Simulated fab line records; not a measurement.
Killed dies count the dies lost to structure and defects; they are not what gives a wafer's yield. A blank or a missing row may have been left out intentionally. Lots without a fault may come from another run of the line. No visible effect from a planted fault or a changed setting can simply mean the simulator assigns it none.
Which of the tools did it? ; flow rit cmos ; 14 lots, 42 wafers sampled, at 2 steps of a route of 202

## WHAT THE GAUGES READ, wafer by wafer
RIT_ACTIVE_CD_MEAS_90: the cd target is 1400 nm.
lot;measured;on;cd nm (nm)
L347;day 1 15:40;cd sem-01;1398.7 1400.4 1400.9
L348;day 1 21:58;cd sem-01;1399.1 1401.0 1402.1
L349;day 2 01:14;cd sem-02;1403.7 1403.6 1402.4
L351;day 2 11:53;cd sem-02;1396.8 1394.5 1396.6
L352;day 2 17:52;cd sem-01;1399.9 1398.8 1399.2
L354;day 3 04:01;cd sem-02;1401.3 1398.8 1401.1
L357;day 3 19:13;cd sem-01;1400.8 1398.9 1400.7
L358;day 3 23:23;cd sem-02;1398.2 1394.4 1397.6
L364;day 5 06:19;cd sem-01;- - -
L365;day 5 10:28;cd sem-01;- - -
L367;day 5 19:53;cd sem-01;1398.2 1398.3 1399.6
L368;day 6 00:53;cd sem-01;1401.8 1401.9 1404.5
L369;day 6 07:10;cd sem-01;1404.7 1403.6 1404.2
L370;day 6 10:01;cd sem-01;1401.6 1400.3 1402.0

## EACH LOT AND THE TOOL THAT RAN IT (in order: tool; ch and the chambers of the sampled wafers; start)
lot;RIT_ACTIVE_CVD_03
L347;lpcvd-01 ch 1, day 1 12:37
L348;lpcvd-02 ch 0, day 1 19:04
L349;lpcvd-01 ch 0, day 1 22:19
L351;lpcvd-01 ch 1, day 2 08:58
L352;lpcvd-01 ch 1, day 2 14:50
L354;lpcvd-01 ch 1, day 3 00:58
L357;lpcvd-01 ch 1, day 3 16:11
L358;lpcvd-02 ch 0, day 3 19:25
L364;lpcvd-01 ch 0, day 5 02:38
L365;lpcvd-02 ch 0, day 5 07:26
L367;lpcvd-02 ch 0, day 5 16:49
L368;lpcvd-01 ch 0, day 5 21:51
L369;lpcvd-01 ch 0, day 6 04:13
L370;lpcvd-02 ch 1, day 6 07:07
- RIT_ACTIVE_CVD_03: deposits Si3N4 from SiH2Cl2/NH3, target thk 150 nm, time 1500 s.

## AS READ BY THE TOOLS THEMSELVES (means over the sampled wafers that have a number; for cases with no such wafer, the mark the record gives instead)
RIT_ACTIVE_CVD_03.
lot;tool;nh3 flow sccm (sccm);pressure mtorr (mTorr);zone power load pct (%)
L347;lpcvd-01;150.3;299.7;20.0
L348;lpcvd-02;149.6;300.0;21.8
L349;lpcvd-01;150.0;300.0;21.5
L351;lpcvd-01;149.9;299.9;20.0
L352;lpcvd-01;150.5;299.6;19.9
L354;lpcvd-01;149.9;300.1;19.8
L357;lpcvd-01;150.0;300.2;20.1
L358;lpcvd-02;150.3;299.5;22.2
L364;lpcvd-01;-;-;-
L365;lpcvd-02;-;-;-
L367;lpcvd-02;150.4;299.9;22.1
L368;lpcvd-01;149.9;300.9;21.8
L369;lpcvd-01;149.9;300.0;21.7
L370;lpcvd-02;149.6;299.9;21.6

## THE ANSWER, worked out from the rows above alone
Rule: usual is defined by the lots themselves. The widest of any qualifying gaps counts: lots, ordered by their means at a reading, are off when they make up no more than a third of the lots, leave a main group of 4 or more, and stand apart from it by 3 or more times the standard deviation of that group's means. A main group whose means are all the same, to the digits that the tables above print for the reading, isn't used. A lot without any number at a reading at which 4 lots or more have one is off too. Where the step has rows for the other lots, those lots are counted as sound. Order of review: gauges by route order, followed by the tools' own readings, for which a lot's mean as printed above is used. At the first step where some lot is off, the reading lying furthest off is the one used; lots without a number count as furthest.
Off, at RIT_ACTIVE_CD_MEAS_90 on cd nm: L364, L365. Without a number there: L364, L365. Mean 1400.3 nm and standard deviation 2.3 in the main group.
If a tool, at a process step before that reading, ran all the lots that are off and no sound lot after the first of them, it fits. The gauges at RIT_ACTIVE_CD_MEAS_90 aren't tried: what is off there is off at RIT_ACTIVE_CVD_03 too, on other tools, and a gauge's error can't cause that. No candidate that was tried fits.

## WHAT WAS PUT IN BY THE SIMULATOR
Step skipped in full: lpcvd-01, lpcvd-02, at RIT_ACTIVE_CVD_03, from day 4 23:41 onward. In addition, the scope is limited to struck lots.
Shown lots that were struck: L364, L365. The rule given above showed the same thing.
